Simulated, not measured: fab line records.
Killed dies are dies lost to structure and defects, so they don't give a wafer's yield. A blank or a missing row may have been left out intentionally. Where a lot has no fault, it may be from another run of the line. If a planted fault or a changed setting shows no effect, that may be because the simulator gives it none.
One fault seen from 2 desks + flow rit cmos + what lay behind the numbers comes last; until then each desk has only its own

## THE TOOL OWNER'S DESK: plasma asher-02
The tool's own readings at RIT_PSD_STRIP_09 (strips in O2, time 180 s): means of the sampled wafers that have a number, for each lot that ran on this tool. If a lot's mean is further than 4 standard deviations from the usual mean, the lot is out of limits and carries the mark OUT (the distance appears in the brackets).
Columns: A = chamber pressure mTorr at RIT_PSD_STRIP_09, usual 4000 mTorr; B = drypump motor current A at RIT_PSD_STRIP_09, usual 5.5 A; C = rf refl power W at RIT_PSD_STRIP_09, usual 6.0 W
| lot  | first seen here | A    | B   | C   |
|------|-----------------|------|-----|-----|
| L439 | day 3 04:17     | 4001 | 5.2 | 5.7 |
| L444 | day 4 03:09     | 3999 | 5.6 | 6.2 |
| L459 | day 7 05:42     | 4000 | 5.6 | 6.2 |
Result from this desk: across the 3 lots, nothing is out of limits.

## THE METROLOGY DESK
What the gauges read, lot by lot, whatever tool the lot ran on: means of the sampled wafers that have a number. If a lot's mean is further than 4 standard deviations from the usual mean, the lot is out of limits and carries the mark OUT (the distance appears in the brackets).
Columns: A = PLDD_OVL at RIT_PLDD_OVL_MEAS_06, usual 0.1 nm
| lot  | first seen here | A    |
|------|-----------------|------|
| L439 | day 2 20:50     | -1.1 |
| L441 | day 3 12:37     | -0.0 |
| L443 | day 3 16:50     | -1.9 |
| L444 | day 3 21:17     | 0.2  |
| L447 | day 4 15:10     | 0.4  |
| L448 | day 4 21:11     | 1.8  |
| L449 | day 4 22:27     | 1.1  |
| L450 | day 5 05:49     | -0.4 |
| L452 | day 5 14:56     | 1.8  |
| L453 | day 5 17:34     | 0.3  |
| L455 | day 6 02:14     | 0.3  |
| L456 | day 6 10:22     | -0.7 |
| L459 | day 6 23:43     | -0.9 |
| L461 | day 7 10:13     | -0.2 |
Result from this desk: across the 14 lots, nothing is out of limits.

## BROUGHT TOGETHER
Nothing out of limits was seen by the tool owner's desk.
Metrology desk: nothing out of limits seen.

## WHAT HAD BEEN PUT IN BY THE SIMULATOR
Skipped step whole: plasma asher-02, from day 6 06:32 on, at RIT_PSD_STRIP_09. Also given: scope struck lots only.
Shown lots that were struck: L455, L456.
